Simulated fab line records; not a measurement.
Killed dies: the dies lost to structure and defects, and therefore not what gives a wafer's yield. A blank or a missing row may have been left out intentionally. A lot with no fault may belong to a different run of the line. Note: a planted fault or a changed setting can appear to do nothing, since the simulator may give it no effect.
Which tool did it? || flow ritCmos || Sampling: 15 lots, 45 wafers, 3 of 202 route steps

## WHAT THE GAUGES SHOWED, per wafer
RIT_ACTIVE_CD_MEAS_90: target cd 1400 nm. Usual: 1400.0 nm for cdNm, sd 2.2.
{"lot": "L732", "measured": "day 1 15:10", "on": "cdSem-02", "cdNm (nm)": "1400.1 1395.7 1397.7", "flag": ""}
{"lot": "L734", "measured": "day 2 01:01", "on": "cdSem-01", "cdNm (nm)": "1398.5 1400.2 1398.4", "flag": ""}
{"lot": "L735", "measured": "day 2 06:28", "on": "cdSem-01", "cdNm (nm)": "1398.0 1397.0 1396.0", "flag": ""}
{"lot": "L736", "measured": "day 2 11:45", "on": "cdSem-01", "cdNm (nm)": "1395.1 1392.6 1395.5", "flag": ""}
{"lot": "L738", "measured": "day 2 22:19", "on": "cdSem-01", "cdNm (nm)": "1400.2 1402.9 1402.4", "flag": ""}
{"lot": "L739", "measured": "day 3 02:16", "on": "cdSem-02", "cdNm (nm)": "1399.1 1401.5 1401.4", "flag": ""}
{"lot": "L741", "measured": "day 3 12:08", "on": "cdSem-01", "cdNm (nm)": "1398.6 1401.6 1402.1", "flag": ""}
{"lot": "L742", "measured": "day 3 17:05", "on": "cdSem-02", "cdNm (nm)": "1400.7 1398.6 1401.1", "flag": ""}
{"lot": "L743", "measured": "day 3 22:03", "on": "cdSem-02", "cdNm (nm)": "1402.3 1400.1 1402.2", "flag": ""}
{"lot": "L744", "measured": "day 4 03:01", "on": "cdSem-01", "cdNm (nm)": "1401.2 1402.0 1402.3", "flag": ""}
{"lot": "L749", "measured": "day 5 04:01", "on": "cdSem-02", "cdNm (nm)": "1397.4 1396.5 1397.2", "flag": ""}
{"lot": "L750", "measured": "day 5 10:13", "on": "cdSem-02", "cdNm (nm)": "1399.9 1401.5 1401.9", "flag": ""}
{"lot": "L753", "measured": "day 6 00:44", "on": "cdSem-02", "cdNm (nm)": "1397.8 1398.4 1400.3", "flag": ""}
{"lot": "L754", "measured": "day 6 05:10", "on": "cdSem-02", "cdNm (nm)": "1401.3 1399.4 1400.3", "flag": ""}
{"lot": "L755", "measured": "day 6 10:10", "on": "cdSem-02", "cdNm (nm)": "1402.6 1403.6 1404.0", "flag": ""}

RIT_PWELL_OVL_MEAS_06. Usual: PWELL_OVL 0.3 nm, standard deviation 1.5.
{"lot": "L732", "measured": "day 2 00:12", "on": "overlay-02", "PWELL_OVL (nm)": "1.9 0.9 0.6", "flag": ""}
{"lot": "L734", "measured": "day 2 08:24", "on": "overlay-01", "PWELL_OVL (nm)": "0.7 1.3 -0.6", "flag": ""}
{"lot": "L735", "measured": "day 2 14:02", "on": "overlay-02", "PWELL_OVL (nm)": "-1.3 1.0 -0.8", "flag": ""}
{"lot": "L736", "measured": "day 2 18:36", "on": "overlay-02", "PWELL_OVL (nm)": "2.2 0.7 2.8", "flag": ""}
{"lot": "L738", "measured": "day 3 05:11", "on": "overlay-01", "PWELL_OVL (nm)": "0.2 0.3 -0.6", "flag": ""}
{"lot": "L739", "measured": "day 3 08:58", "on": "overlay-02", "PWELL_OVL (nm)": "-2.1 -0.9 -0.8", "flag": ""}
{"lot": "L741", "measured": "day 3 19:43", "on": "overlay-02", "PWELL_OVL (nm)": "0.5 -0.1 -1.0", "flag": ""}
{"lot": "L742", "measured": "day 4 00:40", "on": "overlay-01", "PWELL_OVL (nm)": "1.8 1.7 -0.1", "flag": ""}
{"lot": "L743", "measured": "day 4 04:44", "on": "overlay-02", "PWELL_OVL (nm)": "1.7 0.8 0.8", "flag": ""}
{"lot": "L744", "measured": "day 4 11:03", "on": "overlay-01", "PWELL_OVL (nm)": "1.4 -0.3 -0.2", "flag": ""}
{"lot": "L749", "measured": "day 5 11:02", "on": "overlay-01", "PWELL_OVL (nm)": "2.3 2.4 1.6", "flag": ""}
{"lot": "L750", "measured": "day 5 21:15", "on": "overlay-02", "PWELL_OVL (nm)": "-2.6 -2.4 -1.5", "flag": ""}
{"lot": "L753", "measured": "day 6 08:10", "on": "overlay-02", "PWELL_OVL (nm)": "0.1 -0.8 -1.6", "flag": ""}
{"lot": "L754", "measured": "day 6 12:07", "on": "overlay-02", "PWELL_OVL (nm)": "-1.0 -0.4 -1.3", "flag": ""}
{"lot": "L755", "measured": "day 6 17:02", "on": "overlay-01", "PWELL_OVL (nm)": "2.8 3.4 2.2", "flag": ""}

## WHICH TOOL RAN EACH LOT (tool, then ch and the chambers of the sampled wafers, then the start)
{"lot": "L732", "RIT_PWELL_PEB_04": "lithoTrack-01 ch 0, day 1 23:54"}
{"lot": "L734", "RIT_PWELL_PEB_04": "lithoTrack-01 ch 0, day 2 08:05"}
{"lot": "L735", "RIT_PWELL_PEB_04": "lithoTrack-02 ch 0, day 2 13:43"}
{"lot": "L736", "RIT_PWELL_PEB_04": "lithoTrack-03 ch 0, day 2 18:19"}
{"lot": "L738", "RIT_PWELL_PEB_04": "lithoTrack-03 ch 0, day 3 04:52"}
{"lot": "L739", "RIT_PWELL_PEB_04": "lithoTrack-01 ch 0, day 3 08:40"}
{"lot": "L741", "RIT_PWELL_PEB_04": "lithoTrack-02 ch 0, day 3 19:24"}
{"lot": "L742", "RIT_PWELL_PEB_04": "lithoTrack-01, day 4 00:22"}
{"lot": "L743", "RIT_PWELL_PEB_04": "lithoTrack-01, day 4 04:25"}
{"lot": "L744", "RIT_PWELL_PEB_04": "lithoTrack-03, day 4 10:44"}
{"lot": "L749", "RIT_PWELL_PEB_04": "lithoTrack-01 ch 0, day 5 10:43"}
{"lot": "L750", "RIT_PWELL_PEB_04": "lithoTrack-03 ch 0, day 5 20:58"}
{"lot": "L753", "RIT_PWELL_PEB_04": "lithoTrack-03 ch 0, day 6 07:52"}
{"lot": "L754", "RIT_PWELL_PEB_04": "lithoTrack-01 ch 0, day 6 11:50"}
{"lot": "L755", "RIT_PWELL_PEB_04": "lithoTrack-02 ch 0, day 6 16:44"}
- RIT_PWELL_PEB_04

## WHAT THE TOOLS THEMSELVES READ (means of the sampled wafers that have a number; where no wafer has one, the mark that the record gives instead)
RIT_PWELL_PEB_04. Usual: 45.1 Pa for exhaustPa, sd 0.96.
{"lot": "L732", "tool": "lithoTrack-01", "exhaustPa (Pa)": 44.9, "flag": ""}
{"lot": "L734", "tool": "lithoTrack-01", "exhaustPa (Pa)": 45.9, "flag": ""}
{"lot": "L735", "tool": "lithoTrack-02", "exhaustPa (Pa)": 46.1, "flag": ""}
{"lot": "L736", "tool": "lithoTrack-03", "exhaustPa (Pa)": 44.6, "flag": ""}
{"lot": "L738", "tool": "lithoTrack-03", "exhaustPa (Pa)": 45.8, "flag": ""}
{"lot": "L739", "tool": "lithoTrack-01", "exhaustPa (Pa)": 44.5, "flag": ""}
{"lot": "L741", "tool": "lithoTrack-02", "exhaustPa (Pa)": 45.0, "flag": ""}
{"lot": "L742", "tool": "lithoTrack-01", "exhaustPa (Pa)": "-", "flag": "OFF"}
{"lot": "L743", "tool": "lithoTrack-01", "exhaustPa (Pa)": "-", "flag": "OFF"}
{"lot": "L744", "tool": "lithoTrack-03", "exhaustPa (Pa)": "-", "flag": "OFF"}
{"lot": "L749", "tool": "lithoTrack-01", "exhaustPa (Pa)": 44.5, "flag": ""}
{"lot": "L750", "tool": "lithoTrack-03", "exhaustPa (Pa)": 44.3, "flag": ""}
{"lot": "L753", "tool": "lithoTrack-03", "exhaustPa (Pa)": 44.7, "flag": ""}
{"lot": "L754", "tool": "lithoTrack-01", "exhaustPa (Pa)": 43.9, "flag": ""}
{"lot": "L755", "tool": "lithoTrack-02", "exhaustPa (Pa)": 45.0, "flag": ""}

## THE ANSWER, worked out from the rows above alone
Rule: take the mean of a lot's wafers that have a number; if it is more than 3 standard deviations from the usual mean, the lot is off. Also off: a lot with no number at a reading for which 4 or more lots have one. Where the step has rows for the other lots, those lots are counted as sound. After the gauges, taken in route order, come the tools' own readings; for these a lot's mean is taken, as printed above. The first step at which some lot is off is used, and at that step the reading that is off furthest; a lot without a number counts as furthest.
Off: L742, L743, L744, at RIT_PWELL_PEB_04 (exhaustPa). Without a number there: L742, L743, L744.
If a tool, at that step or one of the process steps before it, ran each lot that is off and ran no sound lot following the first of them, it fits. No candidate that was tried fits.

## WHAT THE SIMULATOR PUT IN
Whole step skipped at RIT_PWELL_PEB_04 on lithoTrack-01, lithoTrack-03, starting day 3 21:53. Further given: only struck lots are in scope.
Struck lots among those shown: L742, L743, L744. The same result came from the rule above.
